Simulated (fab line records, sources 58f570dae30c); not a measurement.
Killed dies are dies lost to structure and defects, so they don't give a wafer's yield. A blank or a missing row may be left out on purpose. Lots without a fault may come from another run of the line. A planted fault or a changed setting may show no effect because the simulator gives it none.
fab line records | flow berkeley_cmos170
record lots=14 wafers=42 last_day=12
route steps=331 shown ZERO@12 NWELL@16 SACOX@98
lots that met no fault: from a run of the same line without faults
start_h: hours from the record's first day to the start of the lot's first wafer shown | wait_h: hours since the lot's step before | " the same as in the row above | L1.1+2: a row that stands for several wafers | - no value, or no start given | * or withheld: withheld | < > ~ a bound
route shown NAME@n: a module of which the file shows steps, and the number in the route of the first | usual: mean/standard deviation of fault-free wafers | same: alike in all rows | chamber/n: place in a boat | sites: the reading at each site | _std_site: their standard deviation | _edge_site: outer sites' mean less inner sites' | radius_mm: how far each site lies from the wafer's centre | mask NAME#n: copy n | behind: the tool/chamber that last shaped the wafer | hold: why the lot was held/for how many hours/how that ended | device: the transistor (n, p or np) that didn't switch | end of line: the same wafers' tests at the end of the route | a step without rows: its recipe alone | killed: dies lost to structure and defects at the first sort, not the wafer's yield | map: a wafer's dies, x killed, . not, _ none there
set.NAME: the setting as run; set.NAME@STEP: as run at that earlier step | model.NAME: the simulator's own value behind a step, which no gauge read
steps of the route over a sample of lots; a table a step, a row a wafer
services: from which hour (start_h, from the record's first day; less than 0 if before it) a tool's chamber was out of use, for how many hours, and why
## steps
# step UCB170_ZERO_ETCH_06
# recipe chemistry=CHF3/CF4/Ar target=SiO2 time_s=12 pressure_mtorr=100 rf_w=500 CHF3_flow_sccm=50 cf4_flow_sccm=10 Ar_flow_sccm=120 over_etch_frac=1.58
# usual drypump_motor_current_A=5.7/0.56 oes_product_au=0.618/0.0086 throttle_valve_pct=9.20/0.14
# same over_etch_frac=1.58 time_s=12
# columns lot.wafer tool chamber start_h wait_h drypump_motor_current_A oes_product_au rf_hours_counter_h throttle_valve_pct
L245.2 rie_diel-02 3 20.55 - 5.9 0.605 18 9.44
L245.3 " 1 " " 5.7 0.623 156 9.26
L245.4 " 2 " " 5.5 0.615 98 8.99
L246.2 rie_diel-02 2 33.14 - 5.5 0.616 99 9.01
L246.3 " 3 " " 5.9 0.604 19 9.42
L246.6 " 3 " " 6.0 0.611 - 9.42
L247.1 rie_diel-02 3 36.33 - 5.9 0.609 19 9.40
L247.4 " 2 " " 5.5 0.612 99 9.00
L247.5 " 1 " " 5.7 0.635 - 9.27
L250.4 rie_diel-04 2 52.50 - 5.6 0.612 66 9.05
L250.5 " 3 " " 5.5 0.617 - 9.25
L250.6 " 0 " " 6.8 0.618 - 9.33
L254.1 rie_diel-04 2 71.95 - 5.6 0.604 67 9.06
L254.2 " 0 " " 6.8 0.614 17 9.34
L254.5 " 3 " " 5.5 0.622 - 9.25
L255.2 rie_diel-04 3 76.67 - 5.5 0.622 91 9.24
L255.3 " 2 " " 5.6 0.612 67 9.06
L255.5 " 1 " " 4.9 0.604 - 9.24
L256.2 rie_diel-04 3 84.68 - 5.5 0.619 92 9.23
L256.3 " 1 " " 5.0 0.604 143 9.23
L256.4 " 2 " " 5.6 0.612 67 9.07
L257.1 rie_diel-03 2 84.96 - 5.9 0.618 123 9.23
L257.4 " 1 " " 6.6 0.626 143 9.05
L257.6 " 0 " " 6.2 0.617 - 9.40
L261.3 rie_diel-03 1 109.53 - 6.6 0.623 144 9.06
L261.5 " 1 " " 6.6 0.622 - 9.05
L261.6 " 2 " " 5.9 0.629 - 9.21
L263.2 rie_diel-03 2 118.18 - 5.9 0.623 124 9.21
L263.4 " 2 " " 5.9 0.617 - 9.23
L263.6 " 1 " " 6.6 0.637 - 9.04
L262.2 rie_diel-02 1 119.62 - 5.7 0.637 160 9.27
L262.3 " 3 " " 5.9 0.604 23 9.43
L262.6 " 2 " " 5.5 0.627 - 9.00
L264.1 rie_diel-03 3 121.80 - 5.3 0.617 129 9.09
L264.2 " 2 " " 5.9 0.613 124 9.22
L264.6 " 2 " " 6.0 0.622 - 9.23
L265.4 rie_diel-03 3 123.84 - 5.3 0.623 129 9.06
L265.5 " 2 " " 5.9 0.623 - 9.23
L265.6 " 3 " " 5.3 0.615 - 9.09
L267.1 rie_diel-02 2 135.09 - 5.5 0.618 104 9.01
L267.4 " 2 " " 5.5 0.610 - 9.00
L267.5 " 3 " " 6.0 0.608 - 9.44
# step UCB170_NWELL_THK_MEAS_02
# recipe reads=SiO2_of_NWELL_OXIDATION_01
# usual NWELL_OXIDE_THK=26.4/0.63
# columns lot.wafer tool chamber start_h wait_h NWELL_OXIDE_THK[nm]
L245.2 film_metro-02 - 25.85 0.0 26.3
L245.3 " - " " 25.9
L245.4 " - " " 25.9
L246.2 film_metro-02 - 37.26 0.0 25.5
L246.3 " - " " 25.9
L246.6 " - " " 25.8
L247.1 film_metro-01 - 42.28 0.0 27.6
L247.4 " - " " 27.5
L247.5 " - " " 26.9
L250.4 film_metro-01 - 62.43 0.0 26.8
L250.5 " - " " 26.8
L250.6 " - " " 26.8
L254.1 film_metro-01 - 78.10 0.0 26.8
L254.2 " - " " 26.7
L254.5 " - " " 26.6
L255.2 film_metro-02 - 82.49 0.0 27.0
L255.3 " - " " 27.0
L255.5 " - " " 26.9
L257.1 film_metro-01 - 92.83 0.0 26.5
L257.4 " - " " 26.3
L257.6 " - " " 26.7
L256.2 film_metro-02 - 92.84 0.0 26.1
L256.3 " - " " 25.9
L256.4 " - " " 26.3
L261.3 film_metro-01 - 114.40 0.0 26.1
L261.5 " - " " 26.4
L261.6 " - " " 26.7
L263.2 film_metro-01 - 121.40 0.0 26.8
L263.4 " - " " 26.9
L263.6 " - " " 27.2
L262.2 film_metro-02 - 121.41 0.0 27.0
L262.3 " - " " 26.9
L262.6 " - " " 27.1
L264.1 film_metro-04 - 127.24 0.0 26.3
L264.2 " - " " 26.5
L264.6 " - " " 26.2
L265.4 film_metro-02 - 131.46 0.0 25.7
L265.5 " - " " 26.1
L265.6 " - " " 26.0
L267.1 film_metro-04 - 139.40 0.0 27.4
L267.4 " - " " 27.6
L267.5 " - " " 27.1
# step UCB170_NWELL_TW_MEAS_16
# usual NWELL_TW=1252/12
# columns lot.wafer tool chamber start_h wait_h NWELL_TW
L245.2 film_metro-01 - 34.70 0.1 1272
L245.3 " - " " 1270
L245.4 " - " " 1271
L246.2 film_metro-01 - 44.81 0.1 1278
L246.3 " - " " 1276
L246.6 " - " " 1264
L247.1 film_metro-01 - 51.90 0.1 1261
L247.4 " - " " 1256
L247.5 " - " " 1260
L250.4 film_metro-01 - 69.19 0.1 1263
L250.5 " - " " 1260
L250.6 " - " " 1262
L254.1 film_metro-01 - 87.38 0.1 1257
L254.2 " - " " 1258
L254.5 " - " " 1261
L255.2 film_metro-01 - 92.13 0.1 1267
L255.3 " - " " 1261
L255.5 " - " " 1265
L256.2 film_metro-01 - 104.38 0.1 1270
L256.3 " - " " 1261
L256.4 " - " " 1271
L257.1 film_metro-02 - 104.49 0.1 1248
L257.4 " - " " 1250
L257.6 " - " " 1245
L261.3 film_metro-02 - 123.41 0.1 1240
L261.5 " - " " 1243
L261.6 " - " " 1238
L263.2 film_metro-02 - 130.53 0.1 1236
L263.4 " - " " 1235
L263.6 " - " " 1239
L262.2 film_metro-04 - 131.39 0.1 1238
L262.3 " - " " 1242
L262.6 " - " " 1239
L264.1 film_metro-04 - 135.22 0.1 1241
L264.2 " - " " 1243
L264.6 " - " " 1238
L265.4 film_metro-04 - 138.33 0.1 1239
L265.5 " - " " 1242
L265.6 " - " " 1241
L267.1 film_metro-04 - 147.69 0.1 1251
L267.4 " - " " 1235
L267.5 " - " " 1241
# step UCB170_SACOX_OXIDATION_01
# recipe temp_c=900 ambient=O2 target_thk_a=144 ox_time_s=2400
# usual ox_temp_c=900.0/0.35 ox_temp_c_max=904.5/1.3 spike_tc_load_C=926.0/1.8 tube_center_temp_C=900.02/0.073 tube_center_temp_C_max=902.3/0.36 zone_power_source_pct=28.7/3
# columns lot.wafer tool chamber start_h wait_h ox_temp_c ox_temp_c_max spike_tc_load_C tube_center_temp_C tube_center_temp_C_max zone_power_source_pct
L245.2 furnace-02 0 112.71 3.5 900.2 905.2 925.3 900.01 902.4 30.8
L245.3 " 0 " " 899.6 905.4 924.5 899.99 902.0 30.9
L245.4 " 0 " " 900.5 905.6 924.5 899.99 902.3 30.6
L246.2 furnace-04 0 119.89 3.2 899.5 901.7 926.5 899.94 901.8 23.1
L246.3 " 0 " " 900.4 902.8 925.4 900.14 903.0 23.6
L246.6 " 0 " " 900.0 902.7 923.8 900.05 902.2 23.7
L247.1 furnace-04 0 119.89 3.2 900.1 902.2 925.6 900.05 902.4 23.3
L247.4 " 0 " " 900.1 902.0 925.2 900.07 902.0 23.9
L247.5 " 0 " " 899.7 902.2 925.2 900 902.9 23.6
L250.4 furnace-02 0 146.94 2.5 899.8 905.3 925.1 899.96 902.6 31.0
L250.5 " 0 " " 900.2 904.6 925.3 899.97 902.2 30.8
L250.6 " 0 " " 899.8 904.5 924.5 900 902.1 31.5
L254.1 furnace-01 - 166.54 3.0 - - - - - -
L254.2 " - " " - - - - - -
L254.5 " - " " - - - - - -
L255.2 furnace-01 - 166.54 2.9 - - - - - -
L255.3 " - " " - - - - - -
L255.5 " - " " - - - - - -
L256.2 furnace-01 0 166.54 3.1 899.2 903.0 930.0 899.97 902.3 26.0
L256.3 " 0 " " 899.7 904.5 927.7 900.15 902.9 25.7
L256.4 " 0 " " 900.0 902.9 928.1 900.02 902.3 25.4
L257.1 furnace-01 0 166.54 2.9 899.8 903.6 929.7 899.9 902.2 25.6
L257.4 " 0 " " 900.0 902.9 926.3 899.97 902.0 25.8
L257.6 " 0 " " 900.1 903.4 927.7 899.97 902.7 25.7
L261.3 furnace-02 0 190.00 3.6 900.3 905.1 924.1 900 902.5 31.0
L261.5 " 0 " " 899.5 904.1 925.0 900.01 901.7 31.2
L261.6 " 0 " " 899.9 904.6 927.6 900.1 903.5 31.0
L262.2 furnace-02 0 201.95 2.4 900.3 906.9 925.5 900.11 902.4 30.7
L262.3 " 0 " " 900.5 906.7 926.3 899.98 902.3 30.6
L262.6 " 0 " " 899.8 906.0 925.4 899.94 902.7 30.6
L263.2 furnace-02 0 206.22 0.9 899.3 904.5 923.7 899.88 902.4 30.7
L263.4 " 0 " " 900.2 906.4 925.2 900.07 902.5 31.2
L263.6 " 0 " " 899.7 905.8 926.2 900.05 902.0 30.9
L264.1 furnace-02 0 206.22 0.9 900.1 904.2 927.0 899.95 901.9 30.4
L264.2 " 0 " " 899.4 905.7 925.2 900 902.8 30.8
L264.6 " 0 " " 899.9 905.7 923.7 900.04 902.9 30.8
L265.4 furnace-02 0 206.22 0.9 900.1 904.9 925.7 899.97 901.7 31.1
L265.5 " 0 " " 900.2 906.0 925.1 900.08 902.4 30.4
L265.6 " 0 " " 900.5 905.4 923.6 899.91 902.6 31.3
L267.1 furnace-01 0 220.66 1.5 900.6 903.9 929.0 899.97 902.2 25.4
L267.4 " 0 " " 900.0 904.0 928.9 899.95 902.4 25.4
L267.5 " 0 " " 899.8 903.5 930.0 900.08 901.7 25.9
## services
# columns tool chamber start_h hours kind
furnace-02 - 1.59 3.6 repair
rie_diel-04 0 22.95 12.1 repair
furnace-04 - 27.07 4.2 pm
rie_diel-04 - 36.05 2.8 pm
furnace-04 - 64.30 40.5 pm
rie_diel-03 - 91.62 0.4 repair
rie_diel-03 0 94.68 - clean
rie_diel-03 0 94.68 28.8 scheduled_down
rie_diel-03 0 94.68 28.8 vent_cycle
furnace-04 - 104.78 2.8 pm
furnace-02 - 108.53 2.9 pm
rie_diel-02 1 123.61 - clean
rie_diel-02 1 123.61 20.2 scheduled_down
rie_diel-02 1 123.61 20.2 vent_cycle
rie_diel-02 2 139.37 2.4 repair
rie_diel-02 - 142.58 0.1 repair
furnace-02 - 143.49 3.4 pm
rie_diel-02 0 143.66 12.6 repair
furnace-01 - 148.81 3.3 pm
furnace-01 - 172.71 1.3 pm
rie_diel-03 1 182.19 - clean
rie_diel-03 1 182.19 16.0 scheduled_down
furnace-04 - 195.03 3.7 pm
rie_diel-02 - 218.60 14.6 pm
## key
first_sign step=UCB170_SACOX_OXIDATION_01 reading=tool_record direction=missing
effect none on later readings
met_at UCB170_SACOX_OXIDATION_01
struck_lots L254,L255
later_rows_left_out L254.1,L254.2,L254.5,L255.2,L255.3,L255.5
sort_left_out L254.1,L254.2,L254.5,L255.2,L255.3,L255.5
tester_left_out L254,L255
not_acting_at UCB170_ZERO_ETCH_06,UCB170_NWELL_THK_MEAS_02,UCB170_NWELL_TW_MEAS_16
fault kind=skipped_step_whole tool=furnace-01 chamber=- onset_h=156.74 steps=UCB170_SACOX_OXIDATION_01 scope=struck_lots_only
# tester_left_out: of these lots the tester's yield and bins aren't shown, on N5 and GAA mostly nor the transistor test; their killed dies are dies lost to structure and defects alone, not to doping, threshold or leakage, so they don't give the yield
# sort_left_out: the simulated sort isn't trusted on such a fault, so these wafers' sort isn't shown, and their yield isn't known
# later_rows_left_out: the simulator's readings of these wafers behind a module that went badly wrong aren't trusted and aren't shown, but for the sort
